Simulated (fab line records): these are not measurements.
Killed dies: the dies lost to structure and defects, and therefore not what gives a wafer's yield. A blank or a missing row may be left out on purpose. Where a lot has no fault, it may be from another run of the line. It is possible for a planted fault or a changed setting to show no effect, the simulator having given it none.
Problem report in the 8D (eight disciplines) form, filled by code -- flow rit cmos -- the parts of the form that need people (team, actions taken, sign-off) are left out

1. THE PROBLEM
Mean PRETRO_TW at RIT_PRETRO_TW_MEAS_10: 522 over 6 wafers in 2 lots; fault-free wafers: 479, standard deviation 4.2. That puts it +10 standard deviations away from the usual mean.
Earliest sighting: wafer L270.1 on film metro-02 at day 5 08:01. The record holds 42 wafers of 14 lots with a number at this step. The rule behind "out" and "out of limits": a value lying over 4 standard deviations away from the usual mean. The rest of the wafers with a number are treated as sound.

2. WHAT IT IS, WHAT IT ISN'T
question,is,is not
which readings at this step,PRETRO_TW,-
which lots,"L270, L271","L256, L257, L259, L260, L261, L264, L266, L268, L275, L276, L277, L279"
which wafers of those lots,all that have a number,-
read on which gauges,film metro-02,"film metro-03, film metro-04"
when,from day 5 08:01,"up to then (24 sound wafers); but 12 sound wafers of L275, L276, L277, L279 came after"

3. WHAT RULES OUT EACH SUSPECT
Counting: a tool stays on the suspect list if, at a process step up to the reading, it processed all lots that are out and no sound lot following the first of them.
- ruled out: the gauge at RIT_PRETRO_TW_MEAS_10. All the wafers that are out were read on film metro-02, but those of them that RIT_PRETRO_IMPLANT_08 has rows for are out there too, on other tools.
- implanter-02 at RIT_PRETRO_IMPLANT_08: kept. All lots that are out passed through it, beginning with L270 at day 5 07:42, and no sound lot followed; its final sound lot before that point was L268 at day 5 01:44. Its own dose ions cm2, faraday current uA readings are out on those wafers.
The count leaves implanter-02 at RIT_PRETRO_IMPLANT_08.

4. THE CAUSE (what the simulator had put in)
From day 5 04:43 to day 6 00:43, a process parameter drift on implanter-02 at RIT_PRETRO_IMPLANT_08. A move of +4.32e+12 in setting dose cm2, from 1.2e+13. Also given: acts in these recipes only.
Counting left only this tool.

5. SEQUENCE OF EFFECTS, ordered by route
Each row: a reading where the mean over the struck wafers with a number is more than 3 standard deviations away from the usual. Readings are gone through only where the record gives a usual standard deviation; hours: the median, over the lots, of the time from a lot's start at the first step in this table giving one to that lot's start at this step; sigmas: the change measured in usual standard deviations.
hours,step,reading,usual,on struck wafers,change,sigmas
0,RIT_PRETRO_IMPLANT_08,dose ions cm2,1.2001e+13,1.6318e+13,+4.3173e+12,+99 or more
0,RIT_PRETRO_IMPLANT_08,faraday current uA,38.1,51.8,+13.6,+18
0,RIT_PRETRO_TW_MEAS_10,PRETRO_TW,479,522,+43,+10
It contains these process steps:
- RIT_PRETRO_IMPLANT_08

6. HOW IT WOULD HAVE BEEN CAUGHT EARLIER
3 hours passed between the start of the fault at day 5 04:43 and the first reading out of limits at a measuring or inspecting step in this record, taken at day 5 08:01.
At RIT_PRETRO_IMPLANT_08, the tool's own readings (dose ions cm2, faraday current uA) were out on each struck wafer the step has a row for, so an alarm limit on them would have fired on the first such wafer.
Lots out: 2; of these, L271 started RIT_PRETRO_IMPLANT_08 on implanter-02 after day 5 08:01. A hold on the tool at that time would have spared it.
